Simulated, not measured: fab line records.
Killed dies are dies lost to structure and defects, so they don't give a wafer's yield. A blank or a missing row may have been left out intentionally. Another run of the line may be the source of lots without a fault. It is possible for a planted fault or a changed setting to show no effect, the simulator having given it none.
fab line records	flow berkeleyCmos170
record lots=6	wafers=18	lastDay=12
route steps=331 shown M1@238
lots with no fault: from the same line, run without faults
startH: hours from the record's opening day to when the first of the lot's shown wafers began	waitH: hours elapsed since this lot's preceding step	" as in the row above	L1.1+2: one row covering several wafers at once	- no value, or no start given	* or withheld: withheld	< > ~ a bound
route shown NAME@n: names a module that has steps shown in the file, with the first one's number in the route	usual: average and standard deviation across the fault-free wafers	same: alike in all rows	chamber/n: place in a boat	sites: each site's reading	_std_site: standard deviation of those values	_edge_site: mean of outer sites minus mean of inner sites	radiusMm: for every site, how far away it sits from the centre of the wafer	mask NAME#n: copy n	behind: the tool/chamber that last shaped the wafer	hold: why the lot was held/for how many hours/how that ended	device: the n, p or np transistor that did not switch	end of line: tests of these same wafers at the route's end	a step given without rows: its recipe and nothing more	killed: the dies lost at the first sort to structure and to defects; this is not the yield of the wafer	map: shows each die of a wafer: x if killed, . if not, _ if none is there
set.NAME: the setting as run; set.NAME@STEP: as run at that earlier step	model.NAME: the simulator's own value behind a step, which no gauge read
lots at selected steps of the route; one table per step, one row per wafer
services: when a tool's chamber went out of use (startH, in hours from the record's first day, below 0 if earlier), for how many hours, and the reason
## steps
# step UCB170_M1_SPUTTER_00
# recipe material=Al	targetThkNm=600	timeS=80	powerW=6000	chamberPressurePa=0.5
# usual throttleValvePct=30.1/0.86
lot.wafer	tool	chamber	startH	waitH	throttleValvePct
L600.1	pvdSputter-02	-	199.85	0.0	28.8
L600.2	"	-	"	"	30.4
L600.3	"	-	"	"	30.1
L601.1	pvdSputter-04	-	210.43	0.0	31.0
L601.2	"	-	"	"	30.3
L601.4	"	-	"	"	30.3
L602.4	pvdSputter-03	-	211.89	0.0	29.7
L602.5	"	-	"	"	29.2
L602.6	"	-	"	"	29.6
L603.1	pvdSputter-04	-	226.91	0.0	28.5
L603.3	"	-	"	"	28.9
L603.4	"	-	"	"	30.5
L611.2	pvdSputter-03	-	261.99	0.0	29.9
L611.3	"	-	"	"	29.5
L611.4	"	-	"	"	30.4
L612.3	pvdSputter-02	-	267.78	0.0	31.4
L612.5	"	-	"	"	31.3
L612.6	"	-	"	"	30.1
# step UCB170_M1_RS_MEAS_01
# recipe thkMeasGauge=four-point-probe	reads=Al_of_M1_SPUTTER_00
# usual M1_AL_RS=0.0485/0.00039
lot.wafer	tool	chamber	startH	waitH	M1_AL_RS[ohm/sq]
L600.1	filmMetro-03	-	199.91	0.0	0.0482
L600.2	"	-	"	"	0.0481
L600.3	"	-	"	"	0.0483
L601.1	filmMetro-04	-	210.50	0.0	0.0478
L601.2	"	-	"	"	0.0477
L601.4	"	-	"	"	0.0478
L602.4	filmMetro-02	-	212.01	0.1	0.0485
L602.5	"	-	"	"	0.0482
L602.6	"	-	"	"	0.0485
L603.1	filmMetro-04	-	226.97	0.0	0.0487
L603.3	"	-	"	"	0.0487
L603.4	"	-	"	"	0.0488
L611.2	filmMetro-02	-	262.07	0.1	0.0492
L611.3	"	-	"	"	0.0490
L611.4	"	-	"	"	0.0488
L612.3	filmMetro-04	-	267.88	0.1	0.0484
L612.5	"	-	"	"	0.0488
L612.6	"	-	"	"	0.0492
# step UCB170_M1_THK_MEAS_02
# recipe thkMeasGauge=xrf	reads=Al_of_M1_SPUTTER_00
# usual M1_AL_THK=586/5.1
lot.wafer	tool	chamber	startH	waitH	M1_AL_THK[nm]
L600.1	filmMetro-03	-	200.03	0.1	592
L600.2	"	-	"	"	593
L600.3	"	-	"	"	587
L601.1	filmMetro-04	-	210.62	0.1	594
L601.2	"	-	"	"	592
L601.4	"	-	"	"	589
L602.4	filmMetro-02	-	212.10	0.1	590
L602.5	"	-	"	"	591
L602.6	"	-	"	"	590
L603.1	filmMetro-04	-	227.09	0.1	581
L603.3	"	-	"	"	582
L603.4	"	-	"	"	577
L611.2	filmMetro-02	-	262.18	0.1	581
L611.3	"	-	"	"	582
L611.4	"	-	"	"	580
L612.3	filmMetro-04	-	267.98	0.1	585
L612.5	"	-	"	"	587
L612.6	"	-	"	"	576
# step UCB170_M1_COAT_03
# recipe resist=BARC	tempC=withheld	timeS=withheld	spinRpm=3000	resistThkNm=withheld
# step UCB170_M1_COAT_04
# recipe resist=KrF	spinRpm=1500	resistThkNm=900
# step UCB170_M1_SOFTBAKE_05
# recipe resist=KrF	tempC=130	timeS=60
# step UCB170_M1_EXPOSE_06
# recipe maskId=METAL1	targetCdNm=700	na=0.5	sigmaOuter=0.6	sourceShape=conventional	doseMj=21
# step UCB170_M1_PEB_07
# recipe pebTempC=130	pebTimeS=withheld	resist=KrF
# step UCB170_M1_DEVELOP_08
# recipe developer=TMAH	developTimeS=45	resist=KrF	devTempC=21
# step UCB170_M1_CD_MEAS_09
# recipe targetCdNm=700
# usual cdNm=700.0/1.4
lot.wafer	tool	chamber	startH	waitH	cdNm
L600.1	cdSem-01	-	201.15	-	698.7
L600.2	"	-	"	"	700.5
L600.3	"	-	"	"	700.6
L601.1	cdSem-01	-	211.69	-	700.8
L601.2	"	-	"	"	701.5
L601.4	"	-	"	"	701.7
L602.4	cdSem-02	-	213.19	-	698.6
L602.5	"	-	"	"	696.9
L602.6	"	-	"	"	697.6
L603.1	cdSem-02	-	228.84	-	697.8
L603.3	"	-	"	"	699.3
L603.4	"	-	"	"	699.7
L611.2	cdSem-01	-	263.09	-	699.8
L611.3	"	-	"	"	699.8
L611.4	"	-	"	"	700.4
L612.3	cdSem-02	-	270.48	-	702.3
L612.5	"	-	"	"	702.2
L612.6	"	-	"	"	701.2
# step UCB170_M1_OVL_MEAS_10
# usual M1_OVL=1/5.8
lot.wafer	tool	chamber	startH	waitH	M1_OVL[nm]
L600.1	overlay-02	-	201.27	0.1	2
L600.2	"	-	"	"	2
L600.3	"	-	"	"	6
L601.1	overlay-02	-	211.81	0.1	-2
L601.2	"	-	"	"	2
L601.4	"	-	"	"	-1
L602.4	overlay-01	-	213.27	0.1	5
L602.5	"	-	"	"	2
L602.6	"	-	"	"	2
L603.1	overlay-02	-	228.96	0.1	11
L603.3	"	-	"	"	7
L603.4	"	-	"	"	9
L611.2	overlay-02	-	263.20	0.1	10
L611.3	"	-	"	"	2
L611.4	"	-	"	"	5
L612.3	overlay-01	-	270.57	0.1	-1
L612.5	"	-	"	"	4
L612.6	"	-	"	"	-1
# step UCB170_M1_ETCH_11
# recipe chemistry=N2/H2	targetDepthA=withheld	overetchA=withheld	target=BARC	timeS=withheld	sourceW=500	biasW=100	pressureMtorr=30	n2FlowSccm=100	h2FlowSccm=200
# usual biasW=99.93/0.27	chamberPressureMTorr=30.002/0.025	drypumpMotorCurrentA=5.5/0.45	oesProductAu=0.994/0.023	throttleValvePct=13.33/0.13
lot.wafer	tool	chamber	startH	waitH	biasW	chamberPressureMTorr	drypumpMotorCurrentA	oesProductAu	throttleValvePct
L600.1	rieDiel-03	0	201.31	0.0	99.82	30.033	6.0	1.039	13.45
L600.2	"	3	"	"	99.69	29.969	5.1	0.990	13.67
L600.3	"	1	"	"	99.88	29.998	5.7	0.965	13.14
L601.1	rieDiel-03	0	211.85	0.0	99.64	30.027	6.0	1.031	13.45
L601.2	"	2	"	"	99.97	30.003	5.2	0.998	13.15
L601.4	"	1	"	"	99.80	29.990	5.7	0.979	13.13
L602.4	rieDiel-04	2	213.28	0.0	99.47	30.012	5.8	0.970	13.29
L602.5	"	0	"	"	100.18	29.976	4.9	1.009	13.35
L602.6	"	1	"	"	99.74	29.978	6.1	0.985	13.26
L603.1	rieDiel-01	0	229.00	0.0	99.98	30.038	5.8	1.009	13.41
L603.3	"	1	"	"	99.99	29.994	6.0	0.985	13.27
L603.4	"	3	"	"	99.82	29.976	5.0	0.953	13.22
L611.2	rieDiel-04	0	263.23	0.0	100.34	29.975	4.8	1.004	13.36
L611.3	"	2	"	"	99.53	29.980	5.8	0.982	13.28
L611.4	"	1	"	"	100.46	29.995	6.1	0.983	13.25
L612.3	rieDiel-04	2	270.59	0.0	99.51	29.959	5.8	0.968	13.28
L612.5	"	2	"	"	99.50	29.989	5.7	0.969	13.29
L612.6	"	3	"	"	100.19	30.021	5.6	0.997	13.47
# step UCB170_M1_METAL_ETCH_12
# recipe chemistry=Cl2/BCl3	target=Al	stopOn=PSG	pressureMtorr=12	targetDepthA=7800	overEtchFrac=0.3	timeS=130	icpW=600	biasW=120	Cl2_flow_sccm=90	bcl3FlowSccm=45
# usual bcl3FlowSccm=44.99/0.13	biasW=120.0/0.35	chamberPressureMTorr=12.000/0.012	drypumpMotorCurrentA=5.5/0.52	oesProductAu=0.856/0.0063	throttleValvePct=24.20/0.21
lot.wafer	tool	chamber	startH	waitH	bcl3FlowSccm	biasW	chamberPressureMTorr	drypumpMotorCurrentA	oesProductAu	rfHoursCounterH	throttleValvePct	model.KrF_of_M1_COAT_04.thkNm	model.PSG_of_CONTACT_CVD_01.thkNm
L600.1	rieMetal-02	1	201.35	-	44.97	119.9	11.994	6.3	0.861	1.8	24.10	432.2	660.5
L600.2	"	0	"	"	45.00	120.4	12.000	4.9	0.865	6.5	24.10	445.7	664.2
L600.3	"	0	"	"	45.02	120.2	11.992	4.9	0.865	-	24.09	440.3	667.5
L601.1	rieMetal-04	1	211.89	-	44.78	120.2	11.985	5.0	0.860	3.9	24.01	431.3	673.5
L601.2	"	0	"	"	44.83	120.4	11.993	5.7	0.871	3.2	24.52	433.1	670
L601.4	"	0	"	"	44.93	120.3	12.021	5.7	0.863	-	24.52	435.8	665.1
L602.4	rieMetal-03	0	213.37	-	-	-	-	-	-	-	-	889.4	705
L602.5	"	1	"	"	-	-	-	-	-	-	-	889	704.8
L602.6	"	0	"	"	-	-	-	-	-	-	-	889	700.5
L603.1	rieMetal-04	0	229.04	-	-	-	-	-	-	-	-	883.2	715.5
L603.3	"	1	"	"	-	-	-	-	-	-	-	885.1	714.9
L603.4	"	0	"	"	-	-	-	-	-	-	-	884.1	712.3
L611.2	rieMetal-04	1	263.27	-	45.17	119.9	11.995	5.1	0.843	5.2	24.02	441	657.8
L611.3	"	0	"	"	45.10	120.2	12.005	5.7	0.856	-	24.52	445.4	656.8
L611.4	"	1	"	"	45.13	120.2	11.998	5.0	0.847	-	24.02	439.2	656.1
L612.3	rieMetal-02	1	270.68	-	45.00	120.9	12.017	6.3	0.853	-	24.10	427.9	663.9
L612.5	"	0	"	"	45.12	120.0	11.985	5.0	0.855	-	24.12	441	665.5
L612.6	"	1	"	"	44.71	120.4	11.992	6.4	0.850	-	24.09	421	656.8
# step UCB170_M1_STRIP_13
# recipe chemistry=O2	powerW=400	pressureMtorr=3500	platenTempC=withheld	o2FlowSccm=400	overashFraction=0.5
# usual chamberPressureMTorr=3500.2/2.9	drypumpMotorCurrentA=5.69/0.29	o2FlowSccm=400.1/1	oesProductAu=0.720/0.0046
lot.wafer	tool	chamber	startH	waitH	chamberPressureMTorr	drypumpMotorCurrentA	o2FlowSccm	oesProductAu	rfHoursCounterH
L600.1	plasmaAsher-02	1	201.48	0.1	3493.0	5.46	400.7	0.722	49
L600.2	"	0	"	"	3498.3	5.61	400.7	0.727	49
L600.3	"	0	"	"	3500.9	5.61	401.2	0.710	-
L601.1	plasmaAsher-03	1	212.03	0.1	3502.4	6.23	400.0	0.721	44
L601.2	"	0	"	"	3499.8	5.65	400.6	0.721	44
L601.4	"	0	"	"	3500.3	5.68	400.9	0.721	-
L602.4	plasmaAsher-03	1	213.49	0.1	3500.8	6.23	401.1	0.729	-
L602.5	"	0	"	"	3499.8	5.71	399.6	0.727	-
L602.6	"	1	"	"	3498.2	6.21	401.2	0.722	-
L603.1	plasmaAsher-02	0	229.17	0.1	3497.4	5.60	398.5	0.728	52
L603.3	"	0	"	"	3502.3	5.62	399.9	0.733	-
L603.4	"	1	"	"	3496.8	5.47	401.5	0.718	-
L611.2	plasmaAsher-02	1	263.40	0.1	3493.2	5.45	398.8	0.717	56
L611.3	"	0	"	"	3500.4	5.61	399.5	0.712	-
L611.4	"	1	"	"	3502.5	5.44	400.7	0.727	-
L612.3	plasmaAsher-04	1	270.80	0.1	3501.1	5.56	399.4	0.709	-
L612.5	"	1	"	"	3500.2	5.58	399.2	0.718	-
L612.6	"	0	"	"	3499.3	5.36	402.3	0.720	-
# step UCB170_M1_CD_MEAS_90
# recipe targetCdNm=700
# usual cdNm=700.2/2.1
lot.wafer	tool	chamber	startH	waitH	cdNm
L600.1	cdSem-02	-	201.58	0.1	700.5
L600.2	"	-	"	"	702.2
L600.3	"	-	"	"	702.9
L601.1	cdSem-02	-	212.13	0.1	699.1
L601.2	"	-	"	"	700.6
L601.4	"	-	"	"	702.0
L602.4	cdSem-02	-	213.62	0.1	-
L602.5	"	-	"	"	-
L602.6	"	-	"	"	-
L603.1	cdSem-01	-	229.28	0.1	-
L603.3	"	-	"	"	-
L603.4	"	-	"	"	-
L611.2	cdSem-02	-	263.52	0.1	701.6
L611.3	"	-	"	"	701.8
L611.4	"	-	"	"	703.9
L612.3	cdSem-01	-	270.91	0.1	703.1
L612.5	"	-	"	"	703.9
L612.6	"	-	"	"	704.0
# step UCB170_M1_ANNEAL_14
# recipe tempC=400	timeS=1200	ambient=formingGas
## services
tool	chamber	startH	hours	kind
rieMetal-04	-	177.10	2.8	pm
plasmaAsher-03	-	177.32	1.8	repair
rieDiel-03	3	182.14	9.6	repair
rieDiel-01	1	190.45	4.4	repair
rieDiel-04	-	191.56	15.6	pm
rieDiel-01	1	194.82	-	clean
rieDiel-01	1	194.82	28.9	scheduledDown
rieDiel-01	1	194.82	28.9	ventCycle
pvdSputter-02	-	202.05	2.2	repair
rieDiel-01	0	206.49	8.7	repair
pvdSputter-02	-	223.99	1.4	repair
rieDiel-04	3	224.69	3.4	repair
rieMetal-03	-	236.34	14.6	pm
pvdSputter-04	-	241.54	3.3	repair
pvdSputter-04	-	245.62	2.1	repair
rieDiel-03	1	258.04	14.2	repair
rieDiel-01	0	259.51	-	clean
rieDiel-01	0	259.51	22.9	scheduledDown
rieDiel-01	0	259.51	22.9	ventCycle
rieDiel-01	1	262.59	11.5	repair
rieDiel-03	-	265.86	2.8	pm
## key
firstSign step=UCB170_M1_METAL_ETCH_12	reading=toolRecord	direction=missing
effect step=UCB170_M1_CD_MEAS_90	reading=cdNm	direction=missing
modelEffect step=UCB170_M1_METAL_ETCH_12	value=KrF_of_M1_COAT_04.thkNm	without=434.3	struck=886.6
metAt UCB170_M1_METAL_ETCH_12
struckWafers L602.4,L602.5,L602.6,L603.1,L603.3,L603.4
laterRowsLeftOut L602.4,L602.5,L602.6,L603.1,L603.3,L603.4
sortLeftOut L602.4,L602.5,L602.6,L603.1,L603.3,L603.4
onsetBetween 211.89 213.37
fault kind=skippedStepWhole	tool=rieMetal-03,rieMetal-04	chamber=-	onsetH=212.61	steps=UCB170_M1_METAL_ETCH_12	scope=struckLotsOnly
# sortLeftOut: the simulated sort isn't trusted on such a fault, so these wafers' sort isn't shown, and their yield isn't known
# laterRowsLeftOut: the simulator's readings of these wafers behind a module that went badly wrong aren't trusted and aren't shown, but for the sort
